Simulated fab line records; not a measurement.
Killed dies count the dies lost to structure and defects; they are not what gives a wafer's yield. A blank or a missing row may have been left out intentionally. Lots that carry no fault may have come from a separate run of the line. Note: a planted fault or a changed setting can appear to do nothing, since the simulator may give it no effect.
Which tool is to blame? | flow berkeley_cmos170 | Sampling: 14 lots, 42 wafers, 6 of 331 route steps

== WHAT EACH GAUGE READ, for each wafer ==
UCB170_SACOX_THK_MEAS_02.
lot  | measured     | on            | SACOX_OXIDE_THK (nm)
L800 | day 5 16:58  | film_metro-01 | 14.64 14.33 14.04
L802 | day 6 04:13  | film_metro-02 | 14.21 14.20 14.24
L804 | day 6 17:54  | film_metro-02 | 14.44 14.36 14.04
L807 | day 7 07:23  | film_metro-01 | 14.37 14.15 14.24
L810 | day 7 21:35  | film_metro-02 | 13.97 14.27 14.02
L811 | day 7 21:35  | film_metro-04 | 13.72 13.89 13.65
L812 | day 8 05:51  | film_metro-04 | 14.31 14.49 14.25
L816 | day 8 21:53  | film_metro-02 | 14.11 14.42 14.10
L817 | day 9 17:53  | film_metro-02 | 14.46 14.39 14.40
L819 | day 10 01:19 | film_metro-01 | 14.28 14.35 14.26
L820 | day 10 14:59 | film_metro-02 | 14.15 14.26 14.21
L821 | day 11 02:51 | film_metro-04 | 14.60 14.75 14.63
L822 | day 11 02:52 | film_metro-02 | 14.07 13.91 14.08
L823 | day 11 02:52 | film_metro-01 | 14.37 14.18 14.03

UCB170_SPACER_THK_MEAS_01.
lot  | measured     | on            | SPACER_TEOS_THK (nm)
L800 | day 7 04:22  | film_metro-01 | 378 375 383
L802 | day 7 18:55  | film_metro-03 | 382 378 383
L804 | day 8 06:42  | film_metro-04 | 370 366 374
L807 | day 8 20:12  | film_metro-01 | 371 381 382
L810 | day 9 09:34  | film_metro-04 | 764 762 754
L811 | day 9 08:49  | film_metro-01 | 746 758 766
L812 | day 10 01:36 | film_metro-03 | 371 370 374
L816 | day 10 16:34 | film_metro-03 | 380 383 380
L817 | day 11 07:42 | film_metro-03 | 376 381 385
L819 | day 11 17:17 | film_metro-04 | 367 376 371
L820 | day 12 03:32 | film_metro-01 | 369 365 367
L821 | day 12 20:41 | film_metro-03 | 378 370 380
L822 | day 12 20:41 | film_metro-04 | 376 376 378
L823 | day 12 20:11 | film_metro-01 | 366 379 377

UCB170_M3_CD_MEAS_90: the cd target is 700 nm.
lot  | measured     | on        | cd_nm (nm)
L800 | day 8 14:28  | cd_sem-02 | 702 700 702
L802 | day 9 05:35  | cd_sem-01 | 696 695 698
L804 | day 9 14:19  | cd_sem-02 | 699 695 702
L807 | day 10 06:04 | cd_sem-01 | 698 697 695
L812 | day 11 13:02 | cd_sem-01 | 697 694 697
L816 | day 12 02:41 | cd_sem-02 | 706 706 706
L817 | day 12 19:26 | cd_sem-01 | 701 702 700
L819 | day 13 03:06 | cd_sem-02 | 691 697 698
L820 | day 13 14:03 | cd_sem-02 | 699 700 703
L821 | day 14 05:34 | cd_sem-01 | 694 697 696
L822 | day 14 08:02 | cd_sem-01 | 702 701 702
L823 | day 14 02:43 | cd_sem-02 | 703 698 699

== WHICH TOOL RAN EACH LOT (tool, then ch and the chambers of the sampled wafers, then the start) ==
lot  | UCB170_SPACER_CVD_00            | UCB170_SPACER_ETCHBACK_03          | UCB170_V2_CMP_02
L800 | pecvd-02 ch 1,2, day 7 04:18    | rie_diel-02 ch 0,2,3, day 7 10:13  | cmp-02 ch 0,1,3, day 8 09:18
L802 | pecvd-04 ch 0,1,2, day 7 18:52  | rie_diel-04 ch 0,2,3, day 8 00:44  | cmp-02 ch 1,2, day 9 00:41
L804 | pecvd-02 ch 0,2, day 8 06:39    | rie_diel-02 ch 0,3, day 8 14:30    | cmp-01 ch 0,1,2, day 9 09:52
L807 | pecvd-02 ch 1,2, day 8 20:08    | rie_diel-02 ch 0,3, day 9 03:22    | cmp-02 ch 0,1,2, day 10 00:53
L810 | pecvd-04 ch 0,2, day 9 09:18    | rie_diel-03 ch 1,2,3, day 9 15:59  | -
L811 | pecvd-02 ch 0,2, day 9 08:34    | rie_diel-04 ch 0,1,2, day 9 15:55  | -
L812 | pecvd-01 ch 0,1, day 10 01:32   | rie_diel-02 ch 1,2, day 10 07:04   | cmp-01 ch 1,3, day 11 08:05
L816 | pecvd-04 ch 0,1,2, day 10 16:30 | rie_diel-03 ch 0,2,3, day 10 22:49 | cmp-02 ch 0,3, day 11 21:37
L817 | pecvd-04 ch 0,1, day 11 07:39   | rie_diel-02 ch 2,3, day 11 14:22   | cmp-02 ch 0,1, day 12 13:32
L819 | pecvd-01 ch 0,1, day 11 17:14   | rie_diel-04 ch 2,3, day 11 22:29   | cmp-01 ch 0,1,2, day 12 21:25
L820 | pecvd-01 ch 0,1,2, day 12 03:29 | rie_diel-03 ch 0,1,3, day 12 09:50 | cmp-01 ch 1,2,3, day 13 07:19
L821 | pecvd-01 ch 0,1,2, day 12 20:38 | rie_diel-02 ch 0,3, day 13 00:07   | cmp-01 ch 2,3, day 13 23:11
L822 | pecvd-04 ch 1,2, day 12 20:38   | rie_diel-03 ch 0,1,3, day 13 00:07 | cmp-02 ch 0,1,3, day 14 00:46
L823 | pecvd-02 ch 0,2, day 12 20:04   | rie_diel-04 ch 0,2, day 13 00:07   | cmp-02 ch 2,3, day 13 21:42
- UCB170_SPACER_CVD_00: deposits SiO2 from TEOS/O2, target thk 376 nm, time 47 s.
- UCB170_SPACER_ETCHBACK_03: etches SiO2 in CHF3/CF4/Ar, stops on Si, target depth 376 nm, time 100 s.
- UCB170_V2_CMP_02: polishes SiO2.

== AS READ BY THE TOOLS THEMSELVES (means over the sampled wafers that have a number; for cases with no such wafer, the mark the record gives instead) ==
UCB170_SPACER_CVD_00.
lot  | tool     | heater_power_w (W)
L800 | pecvd-02 | 198
L802 | pecvd-04 | 282
L804 | pecvd-02 | 215
L807 | pecvd-02 | 204
L810 | pecvd-04 | 284
L811 | pecvd-02 | 250
L812 | pecvd-01 | 326
L816 | pecvd-04 | 261
L817 | pecvd-04 | 219
L819 | pecvd-01 | 320
L820 | pecvd-01 | 287
L821 | pecvd-01 | 302
L822 | pecvd-04 | 274
L823 | pecvd-02 | 207

UCB170_SPACER_ETCHBACK_03.
lot  | tool        | drypump_motor_current_A (A) | oes_product_au (a.u.) | throttle_valve_pct (%)
L800 | rie_diel-02 | 5.6                         | 0.911                 | 6.57
L802 | rie_diel-04 | 6.0                         | 0.913                 | 6.36
L804 | rie_diel-02 | 5.8                         | 0.900                 | 6.56
L807 | rie_diel-02 | 5.8                         | 0.917                 | 6.59
L810 | rie_diel-03 | 5.9                         | 0.992                 | 6.50
L811 | rie_diel-04 | 5.5                         | 0.995                 | 6.30
L812 | rie_diel-02 | 5.1                         | 0.898                 | 6.47
L816 | rie_diel-03 | 5.7                         | 0.911                 | 6.52
L817 | rie_diel-02 | 5.3                         | 0.909                 | 6.54
L819 | rie_diel-04 | 6.2                         | 0.891                 | 6.42
L820 | rie_diel-03 | 5.4                         | 0.884                 | 6.52
L821 | rie_diel-02 | 5.8                         | 0.918                 | 6.60
L822 | rie_diel-03 | 5.4                         | 0.912                 | 6.53
L823 | rie_diel-04 | 5.8                         | 0.914                 | 6.30

UCB170_V2_CMP_02.
lot  | tool   | head_pressure_psi (psi) | motor_current_A (A) | slurry_filter_dp_kPa (kPa)
L800 | cmp-02 | 6.015                   | 17.4                | 13.60
L802 | cmp-02 | 5.992                   | 17.9                | 13.53
L804 | cmp-01 | 5.997                   | 15.9                | 13.45
L807 | cmp-02 | 5.997                   | 18.3                | 13.50
L812 | cmp-01 | 6.004                   | 16.0                | 13.55
L816 | cmp-02 | 5.997                   | 17.0                | 13.59
L817 | cmp-02 | 5.997                   | 17.9                | 13.46
L819 | cmp-01 | 5.990                   | 15.3                | 13.49
L820 | cmp-01 | 6.001                   | 15.4                | 13.43
L821 | cmp-01 | 5.996                   | 15.4                | 13.49
L822 | cmp-02 | 6.008                   | 17.2                | 13.47
L823 | cmp-02 | 5.993                   | 16.6                | 13.65

== THE ANSWER, worked out from the rows above alone ==
Rule: the lots themselves supply what counts as usual. Put in order of their means at a reading, lots are off if they are a third of the lots or fewer, leave a main group of 4 or more, and stand apart from it by a gap of 3 or more times the standard deviation of the main group's means; of several such gaps the widest counts. Not used: any main group whose means are identical at the precision the tables above print for the reading. A lot without any number at a reading at which 4 lots or more have one is off too. All remaining lots with rows at the step are treated as sound. The gauges are gone through in route order, then the tools' own readings, and for those a lot's mean is taken as printed above. At the first step where some lot is off, the reading lying furthest off is the one used; lots without a number count as furthest.
Off: L810, L811, at UCB170_SPACER_THK_MEAS_01 (SPACER_TEOS_THK). Mean 376 nm and standard deviation 4.5 in the main group.
A tool fits if, at a process step before that reading, it ran every lot that is off, and no sound lot after the first of them. The gauges at UCB170_SPACER_THK_MEAS_01 aren't tried: what is off there is off at UCB170_SPACER_ETCHBACK_03 too, on other tools, and a gauge's error can't cause that. Of those tried, none fits.

== WHAT THE SIMULATOR PUT IN ==
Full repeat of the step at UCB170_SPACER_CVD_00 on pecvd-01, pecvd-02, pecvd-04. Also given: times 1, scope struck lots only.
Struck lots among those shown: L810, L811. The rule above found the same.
